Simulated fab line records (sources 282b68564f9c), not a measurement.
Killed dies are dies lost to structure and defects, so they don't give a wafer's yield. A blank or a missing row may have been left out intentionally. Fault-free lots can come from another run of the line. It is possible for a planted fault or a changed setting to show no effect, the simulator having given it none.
Comparing a struck lot with a sound one + flow rit_cmos + 15 out of 202 route steps
Sound: wafers L202.1, L202.2, L202.5. The struck wafers were L220.2, L220.3. Last of all comes the cause.
At each step with rows: each side's tool, then ch and its chambers, then its first start. Under that, the readings that differ: sound wafers + struck wafers + difference of the means + sigmas: that difference in standard deviations of wafers without a fault.
alike: a reading whose means differ by less than 2 such deviations, as well as words and numbers matching on both sides. not compared: withheld readings; readings where some wafer has no value; bounds like >300 that might hide an equal value; numbers whose values overlap and for which the record gives no deviation.
The two part at a step that has a row with sigmas, a row that says differs or no value, or rows on one side only. When numbers do not overlap yet have no deviation, they are printed without sigmas and do not part them. A reading that every wafer of one side lacks parts them only if that side has two wafers or more.

RIT_M1_SPUTTER_00: material Al, target thk 400 nm, time 500 s.
  struck on pvd_sputter-03, day 7 16:03; sound on pvd_sputter-03, day 3 16:51
  alike: throttle_valve_pct
RIT_M1_RS_MEAS_01: measures by four-point-probe.
  struck on film_metro-03, day 7 16:22; sound on film_metro-01, day 3 17:08
  alike: M1_AL_RS
RIT_M1_THK_MEAS_02: measures by xrf.
  struck on film_metro-03, day 7 16:28; sound on film_metro-01, day 3 17:16
  alike: M1_AL_THK
then, 6 steps without rows for these wafers: RIT_M1_HMDS_03 (prime time 60 s); RIT_M1_COAT_04 (resist thk 1300 nm); RIT_M1_SOFTBAKE_05 (time 60 s); RIT_M1_EXPOSE_06 (exposes mask M12, target cd 2600 nm); RIT_M1_PEB_07; RIT_M1_DEVELOP_08 (develop time 68 s).
RIT_M1_CD_MEAS_09 targets a cd of 2600 nm.
  struck on cd_sem-02, day 7 17:25; sound on cd_sem-01, day 3 18:12
| reading    | sound                | struck        | difference | sigmas |
|------------|----------------------|---------------|------------|--------|
| cd_nm (nm) | 2604.5 2606.3 2607.6 | 2597.6 2598.6 | -8.0       | -3     |
RIT_M1_OVL_MEAS_10:
  struck on overlay-01, day 7 17:32; sound on overlay-01, day 3 18:19
  alike: M1_OVL
then, 1 step without rows for these wafers: RIT_M1_HARDBAKE_11 (time 120 s).
RIT_M1_METAL_ETCH_12: etches Al in Cl2/BCl3, stops on SiO2, time 165 s, target depth 600 nm.
  sound on rie_metal-02 ch 0,1, day 3 18:37; struck on rie_metal-03 ch 1, day 7 17:49
| reading                                 | sound             | struck      | difference | sigmas |
|-----------------------------------------|-------------------|-------------|------------|--------|
| model.NOVOLAK_of_M1_COAT_04.thk_nm (nm) | 807.8 805.7 804.7 | 901.9 901.4 | +95.6      |        |
| model.M1.feature_depth_nm (nm)          | 426.7 422.6 419.7 | 412.2 411.8 | -11.0      |        |
  alike: drypump_motor_current_A, oes_product_au, rf_fwd_power_W, throttle_valve_pct
  not compared: rf_hours_counter_h, model.SiO2_of_CONTACT_CVD_00.thk_nm
then, 1 step without rows for these wafers: RIT_M1_STRIP_13 (strips in nmp, time 600 s).
RIT_M1_PROBE_99:
  struck on prober-01, day 7 20:07; sound on prober-01, day 3 21:38
| reading            | sound | struck | difference | sigmas |
|--------------------|-------|--------|------------|--------|
| killed_at_contacts | 0 0 0 | 1 0    | +0         | +2     |
  alike: defect_limited_yield, killed_at_front_end, killed_dies, killed_open, killed_short, sort_bin_3_pad_short, sort_bin_5_function, sort_bin_6_memory, sort_n_pass, sort_yield_pct

WHERE THEY PART
Last at RIT_M1_PROBE_99 as far as this record goes, first at RIT_M1_CD_MEAS_09.

WHY: what had been put in by the simulator
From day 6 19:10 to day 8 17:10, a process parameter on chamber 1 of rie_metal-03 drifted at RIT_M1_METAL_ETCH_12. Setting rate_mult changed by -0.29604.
